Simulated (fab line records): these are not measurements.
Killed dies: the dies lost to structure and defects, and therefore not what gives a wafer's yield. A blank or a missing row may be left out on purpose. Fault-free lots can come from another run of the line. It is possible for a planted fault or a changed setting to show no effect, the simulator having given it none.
Which tool did it? || flow berkeley-cmos170 || 7 lots with 21 wafers sampled at 2 steps, on a route of 331 steps

== WHAT THE GAUGES SHOWED, per wafer ==
UCB170_V1_THK_MEAS_04.
{"lot": "L695", "measured": "day 8 20:25", "on": "film-metro-04", "V1_POLISHED_THK (nm)": "1002.1 1000.6 999.8"}
{"lot": "L697", "measured": "day 9 00:24", "on": "film-metro-03", "V1_POLISHED_THK (nm)": "999.7 999.5 999.1"}
{"lot": "L698", "measured": "day 9 23:00", "on": "film-metro-03", "V1_POLISHED_THK (nm)": "1001.2 1002.6 1000.5"}
{"lot": "L700", "measured": "day 10 00:15", "on": "film-metro-01", "V1_POLISHED_THK (nm)": "999.5 999.7 999.0"}
{"lot": "L707", "measured": "day 11 04:01", "on": "film-metro-04", "V1_POLISHED_THK (nm)": "1001.2 1000.4 999.8"}
{"lot": "L712", "measured": "day 12 06:05", "on": "film-metro-03", "V1_POLISHED_THK (nm)": "999.2 998.6 1000.2"}
{"lot": "L715", "measured": "day 13 00:39", "on": "film-metro-01", "V1_POLISHED_THK (nm)": "926.0 926.6 926.2"}

== WHICH TOOL RAN EACH LOT (tool, then ch and the chambers of the sampled wafers, then the start) ==
{"lot": "L695", "UCB170_V1_CMP_02": "cmp-01 ch 0,1,3, day 8 20:05"}
{"lot": "L697", "UCB170_V1_CMP_02": "cmp-02 ch 0,1, day 8 23:59"}
{"lot": "L698", "UCB170_V1_CMP_02": "cmp-01 ch 0,3, day 9 22:34"}
{"lot": "L700", "UCB170_V1_CMP_02": "cmp-02 ch 0,1,3, day 9 23:50"}
{"lot": "L707", "UCB170_V1_CMP_02": "cmp-02 ch 1,2,3, day 11 03:35"}
{"lot": "L712", "UCB170_V1_CMP_02": "cmp-02 ch 1,2,3, day 12 05:40"}
{"lot": "L715", "UCB170_V1_CMP_02": "cmp-02 ch 0,1,3, day 13 00:13"}
- UCB170_V1_CMP_02: polishes SiO2.

== THE ANSWER, worked out from the rows above alone ==
Rule: what is usual is taken from the lots themselves. Put in order of their means at a reading, lots are off if they are a third of the lots or fewer, leave a main group of 4 or more, and stand apart from it by a gap of 3 or more times the standard deviation of the main group's means; of several such gaps the widest counts. If all means in a main group match to the digits the tables above print for the reading, that group is not used. A lot without any number at a reading at which 4 lots or more have one is off too. The other lots that the step has rows for count as sound.
Off: at UCB170_V1_THK_MEAS_04 (V1_POLISHED_THK), L715. The main group: mean 1000.2 nm, standard deviation 0.81.
A tool fits if, at a process step before that reading, it ran every lot that is off, and no sound lot after the first of them. Gauges at UCB170_V1_THK_MEAS_04: tried the same way as those tools. This does not decide it: 2 tools fit, namely cmp-02 at UCB170_V1_CMP_02 and film-metro-01 at UCB170_V1_THK_MEAS_04.

== WHAT THE SIMULATOR HAD PUT IN ==
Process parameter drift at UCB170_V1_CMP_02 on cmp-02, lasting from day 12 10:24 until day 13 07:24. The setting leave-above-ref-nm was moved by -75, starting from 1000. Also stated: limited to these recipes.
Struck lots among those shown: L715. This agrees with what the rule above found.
